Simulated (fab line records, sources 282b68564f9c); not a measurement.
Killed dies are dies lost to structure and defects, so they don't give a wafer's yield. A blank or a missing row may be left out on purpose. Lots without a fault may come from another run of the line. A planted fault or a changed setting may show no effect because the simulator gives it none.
Which tool did it? | flow rit_cmos | 14 lots, 42 wafers sampled, at 3 steps of a route of 202

WHAT THE GAUGES READ, wafer by wafer
RIT_NWELL_OVL_MEAS_06. Usual: NWELL_OVL -0.8 nm, standard deviation 1.2.
lot  | measured    | on         | NWELL_OVL (nm) | flag
L249 | day 2 03:23 | overlay-01 | 1.5 1.9 0.2    |
L250 | day 2 06:40 | overlay-01 | -0.5 2.3 0.3   |
L252 | day 2 17:53 | overlay-02 | -2.6 -1.5 -2.1 |
L253 | day 3 02:28 | overlay-01 | 0.1 -1.7 -0.8  |
L256 | day 3 12:56 | overlay-01 | - - -          | OFF
L257 | day 3 20:04 | overlay-01 | - - -          | OFF
L262 | day 4 20:19 | overlay-01 | -0.4 1.1 -1.6  |
L263 | day 5 00:55 | overlay-01 | -0.7 -0.8 0.0  |
L264 | day 5 04:43 | overlay-02 | -0.1 -1.1 -1.0 |
L265 | day 5 09:55 | overlay-02 | -2.3 -2.7 -1.1 |
L267 | day 5 21:30 | overlay-01 | -1.5 -1.2 -0.8 |
L268 | day 6 02:59 | overlay-02 | -0.6 -0.3 -1.5 |
L269 | day 6 05:56 | overlay-02 | -1.6 -0.4 -0.5 |
L270 | day 6 11:19 | overlay-02 | 0.0 -0.1 -1.0  |

RIT_PWELL_TW_MEAS_10. Usual: PWELL_TW 946, standard deviation 9.8.
lot  | measured    | on            | PWELL_TW       | flag
L249 | day 2 05:39 | film_metro-02 | 950 952 947    |
L250 | day 2 08:50 | film_metro-02 | 951 947 952    |
L252 | day 2 20:11 | film_metro-02 | 952 954 950    |
L253 | day 3 04:39 | film_metro-04 | 959 955 956    |
L256 | day 3 15:14 | film_metro-02 | 2198 2180 2184 | OFF
L257 | day 3 22:14 | film_metro-04 | 2218 2229 2218 | OFF
L262 | day 4 22:37 | film_metro-02 | 942 945 943    |
L263 | day 5 03:05 | film_metro-02 | 940 947 947    |
L264 | day 5 07:00 | film_metro-04 | 959 958 951    |
L265 | day 5 12:17 | film_metro-01 | 934 940 931    |
L267 | day 5 23:40 | film_metro-02 | 946 947 945    |
L268 | day 6 05:26 | film_metro-01 | 934 931 931    |
L269 | day 6 08:31 | film_metro-01 | 932 927 932    |
L270 | day 6 13:37 | film_metro-02 | 947 942 943    |

WHICH TOOL RAN EACH LOT (tool, then ch and the chambers of the sampled wafers, then the start)
lot  | RIT_NWELL_COAT_01
L249 | litho_track-02 ch 0, day 2 02:31
L250 | litho_track-02 ch 0, day 2 05:50
L252 | litho_track-03 ch 0, day 2 17:03
L253 | litho_track-04 ch 0, day 3 01:44
L256 | litho_track-04, day 3 12:14
L257 | litho_track-02, day 3 19:15
L262 | litho_track-04 ch 0, day 4 19:30
L263 | litho_track-04 ch 0, day 5 00:01
L264 | litho_track-03 ch 0, day 5 04:01
L265 | litho_track-02 ch 0, day 5 09:04
L267 | litho_track-02 ch 0, day 5 20:38
L268 | litho_track-04 ch 0, day 6 02:07
L269 | litho_track-03 ch 0, day 6 05:07
L270 | litho_track-03 ch 0, day 6 10:29
- RIT_NWELL_COAT_01: resist thk 1300 nm.

WHAT THE TOOLS THEMSELVES READ (means of the sampled wafers that have a number; where no wafer has one, the mark that the record gives instead)
RIT_NWELL_COAT_01. Usual: chill_plate_temp_C 22.98 C, standard deviation 0.13; dispense_pressure_kPa 47.4 kPa, standard deviation 0.49.
lot  | tool           | chill_plate_temp_C (C) | dispense_pressure_kPa (kPa) | flag
L249 | litho_track-02 | 23.07                  | 48.0                        |
L250 | litho_track-02 | 22.98                  | 48.0                        |
L252 | litho_track-03 | 22.86                  | 46.8                        |
L253 | litho_track-04 | 22.99                  | 47.3                        |
L256 | litho_track-04 | -                      | -                           | OFF
L257 | litho_track-02 | -                      | -                           | OFF
L262 | litho_track-04 | 22.85                  | 47.3                        |
L263 | litho_track-04 | 22.96                  | 47.3                        |
L264 | litho_track-03 | 22.92                  | 46.8                        |
L265 | litho_track-02 | 22.89                  | 48.0                        |
L267 | litho_track-02 | 23.15                  | 48.0                        |
L268 | litho_track-04 | 23.12                  | 47.3                        |
L269 | litho_track-03 | 23.14                  | 46.8                        |
L270 | litho_track-03 | 23.16                  | 46.8                        |

THE ANSWER, worked out from the rows above alone
Rule: a lot is off if the mean of its wafers that have a number lies more than 3 standard deviations from the usual mean. A lot without any number at a reading at which 4 lots or more have one is off too. The other lots that the step has rows for count as sound. The gauges are gone through in route order, then the tools' own readings, and for those a lot's mean is taken as printed above. The first step at which some lot is off is used, and at that step the reading that is off furthest; a lot without a number counts as furthest.
Off: L256, L257, at RIT_NWELL_OVL_MEAS_06 (NWELL_OVL). Without a number there: L256, L257.
A tool fits if, at a process step before that reading, it ran every lot that is off, and no sound lot after the first of them. The gauges at RIT_NWELL_OVL_MEAS_06 aren't tried: what is off there is off at RIT_PWELL_TW_MEAS_10 too, on other tools, and a gauge's error can't cause that. None of those tried fits.

WHAT THE SIMULATOR HAD PUT IN
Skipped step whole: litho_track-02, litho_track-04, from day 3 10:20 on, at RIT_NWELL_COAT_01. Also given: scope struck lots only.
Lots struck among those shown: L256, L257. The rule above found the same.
